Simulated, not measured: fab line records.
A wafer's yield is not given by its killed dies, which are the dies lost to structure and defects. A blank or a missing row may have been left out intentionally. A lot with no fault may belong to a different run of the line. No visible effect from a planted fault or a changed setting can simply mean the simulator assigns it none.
What tool caused it? :: flow ritCmos :: 7 lots with 21 wafers sampled at 2 steps, on a route of 202 steps

## WHAT THE GAUGES SHOWED, per wafer
RIT_SPACER_THK_MEAS_04.
lot: L564
measured: day 3 02:08
on: filmMetro-01
SPACER_NITRIDE_THK (nm): 250.8 254.0 254.4

lot: L566
measured: day 3 14:58
on: filmMetro-04
SPACER_NITRIDE_THK (nm): 253.8 254.2 253.8

lot: L570
measured: day 4 09:38
on: filmMetro-01
SPACER_NITRIDE_THK (nm): 252.0 251.5 249.1

lot: L572
measured: day 4 18:41
on: filmMetro-01
SPACER_NITRIDE_THK (nm): 251.3 253.6 251.8

lot: L574
measured: day 5 05:16
on: filmMetro-04
SPACER_NITRIDE_THK (nm): 252.1 251.8 253.7

lot: L577
measured: day 5 20:19
on: filmMetro-03
SPACER_NITRIDE_THK (nm): 249.7 249.1 250.6

lot: L586
measured: day 7 17:59
on: filmMetro-04
SPACER_NITRIDE_THK (nm): 140.4 141.9 139.8

## EACH LOT AND THE TOOL THAT RAN IT (in order: tool; ch and the chambers of the sampled wafers; start)
lot: L564
RIT_SPACER_CVD_03: lpcvd-02 ch 1, day 3 00:11

lot: L566
RIT_SPACER_CVD_03: lpcvd-01 ch 1, day 3 12:04

lot: L570
RIT_SPACER_CVD_03: lpcvd-01 ch 0, day 4 07:44

lot: L572
RIT_SPACER_CVD_03: lpcvd-02 ch 1, day 4 16:46

lot: L574
RIT_SPACER_CVD_03: lpcvd-01 ch 0, day 5 03:19

lot: L577
RIT_SPACER_CVD_03: lpcvd-01 ch 1, day 5 18:23

lot: L586
RIT_SPACER_CVD_03: lpcvd-02 ch 1, day 7 16:04
- RIT_SPACER_CVD_03: deposits Si3N4 from SiH2Cl2/NH3, target thk 250 nm, time 3300 s.

## THE ANSWER, worked out from the rows above alone
Rule: what is usual is taken from the lots themselves. Put in order of their means at a reading, lots are off if they are a third of the lots or fewer, leave a main group of 4 or more, and stand apart from it by a gap of 3 or more times the standard deviation of the main group's means; of several such gaps the widest counts. If all means in a main group match to the digits the tables above print for the reading, that group is not used. Also off: a lot with no number at a reading for which 4 or more lots have one. Where the step has rows for the other lots, those lots are counted as sound.
Off: L586, at RIT_SPACER_THK_MEAS_04 (SPACER_NITRIDE_THK). Main group: mean 252.1 nm, sd 1.4.
A tool fits if, at a process step before that reading, it ran every lot that is off, and no sound lot after the first of them. Gauges at RIT_SPACER_THK_MEAS_04: tried the same way as those tools. 2 tools fit, lpcvd-02 at RIT_SPACER_CVD_03 and filmMetro-04 at RIT_SPACER_THK_MEAS_04, so this cannot tell which one it is.

## WHAT HAD BEEN PUT IN BY THE SIMULATOR
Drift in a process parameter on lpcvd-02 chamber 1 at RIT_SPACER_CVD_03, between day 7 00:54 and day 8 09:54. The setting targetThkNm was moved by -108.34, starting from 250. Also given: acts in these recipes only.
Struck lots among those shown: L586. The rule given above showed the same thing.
